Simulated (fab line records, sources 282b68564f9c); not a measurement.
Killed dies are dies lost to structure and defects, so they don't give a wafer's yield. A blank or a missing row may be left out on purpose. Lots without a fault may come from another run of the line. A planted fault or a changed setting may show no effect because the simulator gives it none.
Which tool did it? | flow rit_cmos | 14 lots, 42 wafers sampled, at 4 steps of a route of 202

WHAT THE GAUGES READ, wafer by wafer
RIT_ACTIVE_BOW_MEAS_00.
lot  | measured    | on            | INCOMING_BOW (um)
L324 | day 1 10:01 | film_metro-01 | 2 5 -5
L325 | day 1 15:01 | film_metro-03 | -3 12 11
L327 | day 2 01:00 | film_metro-03 | -1 -8 2
L328 | day 2 06:00 | film_metro-02 | 0 -7 5
L330 | day 2 16:04 | film_metro-02 | -1 -2 2
L332 | day 3 02:00 | film_metro-02 | 5 3 -6
L335 | day 3 17:01 | film_metro-01 | -4 2 12
L336 | day 3 22:00 | film_metro-03 | -1 0 -6
L340 | day 4 18:00 | film_metro-02 | -4 2 2
L341 | day 4 23:00 | film_metro-02 | -2 3 7
L343 | day 5 09:00 | film_metro-01 | -7 1 -9
L344 | day 5 14:00 | film_metro-01 | -1 -3 -1
L345 | day 5 19:00 | film_metro-01 | -3 9 -7
L346 | day 6 00:01 | film_metro-02 | -1 6 0

RIT_PRETRO_OVL_MEAS_06.
lot  | measured    | on         | PRETRO_OVL (nm)
L324 | day 2 15:02 | overlay-02 | 2.6 2.3 1.5
L325 | day 2 19:37 | overlay-01 | 0.9 0.9 0.8
L327 | day 3 03:58 | overlay-02 | 1.0 1.1 1.8
L328 | day 3 09:08 | overlay-02 | -0.1 0.2 2.9
L330 | day 4 04:10 | overlay-01 | 2.3 2.0 1.5
L332 | day 4 19:29 | overlay-01 | 0.5 -2.1 2.0
L335 | day 5 01:22 | overlay-02 | 0.0 -0.2 1.0
L336 | day 5 09:44 | overlay-01 | 2.6 1.0 -0.2
L340 | day 6 04:16 | overlay-01 | 2.8 1.3 2.9
L341 | day 6 03:30 | overlay-02 | 2.2 3.1 2.1
L343 | day 6 08:34 | overlay-01 | 0.7 -0.4 -1.5
L344 | day 6 14:28 | overlay-01 | -0.6 -0.4 0.1
L345 | day 6 19:59 | overlay-02 | 0.0 -0.6 -0.1
L346 | day 6 23:01 | overlay-01 | 0.7 1.2 2.0

WHICH TOOL RAN EACH LOT (tool, then ch and the chambers of the sampled wafers, then the start)
lot  | RIT_ACTIVE_SOFTBAKE_07           | RIT_ACTIVE_ETCH_13
L324 | litho_track-03 ch 0, day 1 15:26 | rie_diel-02 ch 1,2,3, day 1 16:25
L325 | litho_track-02 ch 0, day 1 18:55 | rie_diel-04 ch 0,2,3, day 1 19:54
L327 | litho_track-01 ch 0, day 2 06:26 | rie_diel-03 ch 1,3, day 2 07:16
L328 | litho_track-03 ch 0, day 2 12:16 | rie_diel-04 ch 0,3, day 2 13:12
L330 | litho_track-02 ch 0, day 2 20:40 | rie_diel-02 ch 0,1,3, day 2 21:25
L332 | litho_track-03 ch 0, day 3 10:36 | rie_diel-03 ch 0,1,2, day 3 11:33
L335 | litho_track-02 ch 0, day 3 22:08 | rie_diel-02 ch 0,2,3, day 3 23:24
L336 | litho_track-02 ch 0, day 4 07:05 | rie_diel-04 ch 0,3, day 4 08:02
L340 | litho_track-01 ch 0, day 5 01:24 | rie_diel-02 ch 1,3, day 5 02:21
L341 | litho_track-01 ch 0, day 5 03:56 | rie_diel-03 ch 1,2, day 5 04:45
L343 | litho_track-03 ch 0, day 5 13:14 | rie_diel-03 ch 0,1,3, day 5 14:17
L344 | litho_track-03 ch 0, day 5 19:22 | rie_diel-02 ch 1,2,3, day 5 20:41
L345 | litho_track-01 ch 0, day 5 23:10 | rie_diel-04 ch 0,3, day 6 00:08
L346 | litho_track-01 ch 0, day 6 04:57 | rie_diel-02 ch 0,1, day 6 05:59
- RIT_ACTIVE_SOFTBAKE_07: time 60 s.
- RIT_ACTIVE_ETCH_13: etches Si3N4 in SF6, stops on SiO2, time 210 s, target depth 210 nm.

WHAT THE TOOLS THEMSELVES READ (means of the sampled wafers that have a number; where no wafer has one, the mark that the record gives instead)
RIT_ACTIVE_SOFTBAKE_07.
lot  | tool           | heater_power_total_W (W) | plate_temp_C (C)
L324 | litho_track-03 | 34.55                    | 90.14
L325 | litho_track-02 | 34.57                    | 89.97
L327 | litho_track-01 | 34.56                    | 89.94
L328 | litho_track-03 | 34.53                    | 90.14
L330 | litho_track-02 | 34.57                    | 89.96
L332 | litho_track-03 | 34.56                    | 90.07
L335 | litho_track-02 | 39.47                    | 99.02
L336 | litho_track-02 | 39.51                    | 99.16
L340 | litho_track-01 | 34.53                    | 89.84
L341 | litho_track-01 | 34.52                    | 90.15
L343 | litho_track-03 | 34.49                    | 90.09
L344 | litho_track-03 | 34.55                    | 89.96
L345 | litho_track-01 | 34.58                    | 89.98
L346 | litho_track-01 | 34.54                    | 89.89

RIT_ACTIVE_ETCH_13.
lot  | tool        | drypump_motor_current_A (A) | oes_product_au (a.u.) | throttle_valve_pct (%)
L324 | rie_diel-02 | 6.0                         | 0.830                 | 7.52
L325 | rie_diel-04 | 6.0                         | 0.807                 | 7.64
L327 | rie_diel-03 | 5.0                         | 0.807                 | 7.51
L328 | rie_diel-04 | 6.0                         | 0.817                 | 7.62
L330 | rie_diel-02 | 5.9                         | 0.831                 | 7.50
L332 | rie_diel-03 | 5.4                         | 0.810                 | 7.62
L335 | rie_diel-02 | 6.2                         | 0.850                 | 7.44
L336 | rie_diel-04 | 6.0                         | 0.809                 | 7.63
L340 | rie_diel-02 | 6.3                         | 0.824                 | 7.60
L341 | rie_diel-03 | 5.6                         | 0.810                 | 7.69
L343 | rie_diel-03 | 5.1                         | 0.812                 | 7.53
L344 | rie_diel-02 | 6.0                         | 0.836                 | 7.52
L345 | rie_diel-04 | 6.1                         | 0.817                 | 7.68
L346 | rie_diel-02 | 5.6                         | 0.844                 | 7.40

THE ANSWER, worked out from the rows above alone
Rule: what is usual is taken from the lots themselves. Put in order of their means at a reading, lots are off if they are a third of the lots or fewer, leave a main group of 4 or more, and stand apart from it by a gap of 3 or more times the standard deviation of the main group's means; of several such gaps the widest counts. A main group whose means are all the same, to the digits that the tables above print for the reading, isn't used. A lot without any number at a reading at which 4 lots or more have one is off too. The other lots that the step has rows for count as sound. The gauges are gone through in route order, then the tools' own readings, and for those a lot's mean is taken as printed above. The first step at which some lot is off is used, and at that step the reading that is off furthest; a lot without a number counts as furthest.
Off: L335, L336, at RIT_ACTIVE_SOFTBAKE_07 (heater_power_total_W). The main group: mean 34.55 W, standard deviation 0.024.
A tool fits if, at that step or a process step before it, it ran every lot that is off, and no sound lot after the first of them. One fits: litho_track-02 at RIT_ACTIVE_SOFTBAKE_07. Its last sound lot is L330 (day 2 20:40), its first lot that is off L335 (day 3 22:08): a fault that began between those two fits.
The tool's own readings at RIT_ACTIVE_SOFTBAKE_07 bear it out: on the lots that are off they differ by more than 5 times the standard deviation of the sound lots' means. heater_power_total_W reads 39.49 W there against 34.55 W on the sound lots; plate_temp_C reads 99.09 C there against 90.01 C on the sound lots.

WHAT THE SIMULATOR HAD PUT IN
Process parameter drift: litho_track-02, from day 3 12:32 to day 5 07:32, at RIT_ACTIVE_SOFTBAKE_07. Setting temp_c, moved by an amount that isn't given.
Lots struck among those shown: L335, L336. The rule above found the same.
